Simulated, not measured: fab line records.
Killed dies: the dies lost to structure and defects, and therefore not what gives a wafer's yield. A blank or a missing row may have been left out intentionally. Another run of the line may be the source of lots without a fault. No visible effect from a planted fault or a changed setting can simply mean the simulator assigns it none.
Which tool did it? ; flow berkeley_cmos170 ; 24 wafers from 8 lots sampled at 4 of the route's 331 steps

== WHAT THE GAUGES SHOWED, per wafer ==
UCB170_NSD_TW_MEAS_10.
lot;measured;on;NSD_TW
L550;day 8 20:07;film_metro-01;3807 3805 3836
L554;day 9 14:34;film_metro-01;4278 4264 4284
L552;day 9 15:02;film_metro-01;3829 3804 3826
L556;day 10 04:49;film_metro-03;4212 4223 4189
L558;day 10 15:11;film_metro-03;4225 4212 4232
L561;day 11 04:29;film_metro-03;4236 4247 4226
L562;day 11 04:44;film_metro-01;4264 4255 4248
L564;day 11 21:34;film_metro-02;4188 4200 4165

UCB170_SDANNEAL_RS_MEAS_03: uses a four-point probe to measure.
lot;measured;on;NSD_RS (ohm/sq)
L550;day 8 21:22;film_metro-01;42.47 42.45 42.49
L554;day 9 16:14;film_metro-03;37.10 37.10 37.15
L552;day 9 16:43;film_metro-02;42.47 42.41 42.47
L556;day 10 06:07;film_metro-02;37.05 37.04 37.23
L558;day 10 17:26;film_metro-03;37.18 37.13 37.15
L561;day 11 05:43;film_metro-03;37.15 37.17 37.14
L562;day 11 05:58;film_metro-02;37.16 37.09 37.01
L564;day 11 23:25;film_metro-03;37.12 37.15 37.05

== WHICH TOOL RAN EACH LOT (tool, then ch and the chambers of the sampled wafers, then the start) ==
lot;UCB170_NSD_IMPLANT_08;UCB170_NSD_STRIP_09
L550;implanter-04 ch 0, day 8 19:53;plasma_asher-02 ch 0,1, day 8 20:01
L554;implanter-03 ch 0, day 9 14:19;plasma_asher-01 ch 0,1, day 9 14:28
L552;implanter-04 ch 0, day 9 14:48;plasma_asher-02 ch 0, day 9 14:56
L556;implanter-01 ch 0, day 10 04:34;plasma_asher-01 ch 0,1, day 10 04:43
L558;implanter-01 ch 0, day 10 14:58;plasma_asher-01 ch 0,1, day 10 15:05
L561;implanter-03 ch 0, day 11 04:14;plasma_asher-04 ch 0,1, day 11 04:23
L562;implanter-01 ch 0, day 11 04:31;plasma_asher-01 ch 0,1, day 11 04:38
L564;implanter-03 ch 0, day 11 21:19;plasma_asher-02 ch 0,1, day 11 21:28
- UCB170_NSD_IMPLANT_08
- UCB170_NSD_STRIP_09: strips in O2.

== WHAT THE TOOLS THEMSELVES READ (means of the sampled wafers that have a number; where no wafer has one, the mark that the record gives instead) ==
UCB170_NSD_IMPLANT_08.
lot;tool;beam_energy_keV;faraday_current_uA
L550;implanter-04;26.810;9155
L554;implanter-03;40.002;9151
L552;implanter-04;26.810;9273
L556;implanter-01;40.003;9324
L558;implanter-01;39.999;9293
L561;implanter-03;40.006;9233
L562;implanter-01;39.998;9320
L564;implanter-03;40.000;9372

UCB170_NSD_STRIP_09.
lot;tool;drypump_motor_current_A (A);o2_flow_sccm (sccm);oes_product_au (a.u.);strip_time_to_endpoint_s (s)
L550;plasma_asher-02;5.1;398.8;0.578;31.07
L554;plasma_asher-01;6.2;399.5;0.537;35.81
L552;plasma_asher-02;5.1;400.2;0.586;31.04
L556;plasma_asher-01;5.9;400.2;0.532;35.76
L558;plasma_asher-01;5.9;400.2;0.532;35.80
L561;plasma_asher-04;6.3;400.4;0.537;35.74
L562;plasma_asher-01;6.0;399.3;0.529;35.77
L564;plasma_asher-02;4.9;398.8;0.532;35.74

== THE ANSWER, worked out from the rows above alone ==
Rule: what is usual is taken from the lots themselves. Put in order of their means at a reading, lots are off if they are a third of the lots or fewer, leave a main group of 4 or more, and stand apart from it by a gap of 3 or more times the standard deviation of the main group's means; of several such gaps the widest counts. A main group is skipped when, at the precision printed for the reading in the tables above, its means are all equal. Also off: a lot with no number at a reading for which 4 or more lots have one. The other lots that the step has rows for count as sound. After the gauges, taken in route order, come the tools' own readings; for these a lot's mean is taken, as printed above. At the first step where some lot is off, the reading lying furthest off is the one used; lots without a number count as furthest.
Off: L550, L552, seen at UCB170_NSD_TW_MEAS_10 (NSD_TW). Main group: mean 4230, sd 30.
If a tool, at a process step before that reading, ran all the lots that are off and no sound lot after the first of them, it fits. Not tried: the gauges at UCB170_NSD_TW_MEAS_10; whatever is off there is also off at UCB170_NSD_IMPLANT_08, on other tools, and gauge error can't account for it. One candidate fits, namely implanter-04 at UCB170_NSD_IMPLANT_08. It ran no sound lot before its first lot that is off in this sample, so the start can't be narrowed down.
The tool's own readings at UCB170_NSD_IMPLANT_08 bear it out: on the lots that are off they differ by more than 5 times the standard deviation of the sound lots' means. beam_energy_keV reads 26.810 there against 40.001 on the sound lots.

== WHAT WAS PUT IN BY THE SIMULATOR ==
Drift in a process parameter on implanter-04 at UCB170_NSD_IMPLANT_08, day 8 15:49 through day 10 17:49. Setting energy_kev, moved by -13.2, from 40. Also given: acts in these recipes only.
Shown lots that were struck: L550, L552. This agrees with what the rule above found.
